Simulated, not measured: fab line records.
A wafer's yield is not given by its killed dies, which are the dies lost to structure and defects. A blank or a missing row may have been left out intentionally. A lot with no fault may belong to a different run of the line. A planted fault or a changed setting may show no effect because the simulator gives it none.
A single fault, viewed from 2 desks | flow berkeleyCmos170 | each desk holds nothing but its own numbers, with what lay behind them at the end

## AT THE METROLOGY DESK
What the gauges read for every lot (on any tool): the sampled wafers with a number, averaged. The brackets show how far a lot's mean lies from the usual mean; more than 4 standard deviations puts the lot out of limits, marked OUT.
Columns: A = cdNm at UCB170_PSD_CD_MEAS_06, usual 1200.1 nm; B = cdNm at UCB170_NSD_CD_MEAS_06, usual 1200.1 nm
lot  | first seen here | A      | B
L486 | day 8 02:46     | 1200.4 | 1198.3
L487 | day 8 03:04     | 1196.8 | 1202.4
L490 | day 8 16:42     | 1200.4 | 1199.8
L488 | day 8 16:50     | 1200.5 | 1202.7
L491 | day 9 05:04     | 1198.4 | 1200.1
L495 | day 9 05:37     | 1200.9 | 1200.5
L493 | day 9 05:43     | 1197.3 | 1200.1
L498 | day 10 09:32    | 1201.0 | 1228.3 (+20) OUT
L497 | day 10 09:47    | 1200.3 | 1201.5
L499 | day 10 10:04    | 1201.3 | 1220.7 (+15) OUT
L501 | day 11 01:29    | 1199.1 | 1200.0
L505 | day 12 04:46    | 1200.9 | 1199.8
L507 | day 12 05:02    | 1200.3 | 1200.8
L508 | day 13 00:31    | 1202.4 | 1199.9
Finding of this desk: L498, L499 out of limits; the first was L498 at day 10 11:17, on cdNm at UCB170_NSD_CD_MEAS_06. L486, L487, L490, L488, L491, L495, L493, L497, L501, L505, L507, L508: within limits.

## AT THE TOOL OWNER'S DESK: lithoTrack-01
For each lot that ran on this tool, the mean over its sampled wafers that have a number, from the tool's own readings at UCB170_NSD_PEB_04. The brackets show how far a lot's mean lies from the usual mean; more than 4 standard deviations puts the lot out of limits, marked OUT.
Columns: A = heaterPowerTotalW at UCB170_NSD_PEB_04, usual 56.80 W; B = plateTempC at UCB170_NSD_PEB_04, usual 129.97 C
lot  | first seen here | A               | B
L486 | day 8 04:11     | 56.82           | 129.80
L487 | day 8 04:56     | 56.78           | 129.89
L488 | day 8 18:37     | 56.80           | 129.97
L491 | day 9 06:37     | 56.82           | 130.12
L495 | day 9 07:10     | 56.79           | 129.97
L493 | day 9 07:26     | 56.81           | 129.88
L498 | day 10 11:01    | 59.78 (+62) OUT | 135.11 (+37) OUT
L499 | day 10 11:39    | 59.81 (+63) OUT | 135.19 (+37) OUT
Finding of this desk: L498, L499 out of limits; the first was L498 at day 10 11:01, on heaterPowerTotalW at UCB170_NSD_PEB_04. L486, L487, L488, L491, L495, L493: within limits.

## BROUGHT TOGETHER
The tool owner's desk had the chance to raise an alarm at day 10 11:01 on L498, L499.
An alarm was possible from the metrology desk at day 10 11:17, on L498, L499.
Of the lots named, all ran UCB170_NSD_PEB_04 on lithoTrack-01.

## WHAT THE SIMULATOR HAD PUT IN
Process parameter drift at UCB170_NSD_PEB_04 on lithoTrack-01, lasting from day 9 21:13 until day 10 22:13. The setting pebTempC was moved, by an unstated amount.
Struck lots among those shown: L498, L499.
Time in hours from fault onset to the first out-of-limits reading at each desk: tool owner's desk 14, metrology desk 14.
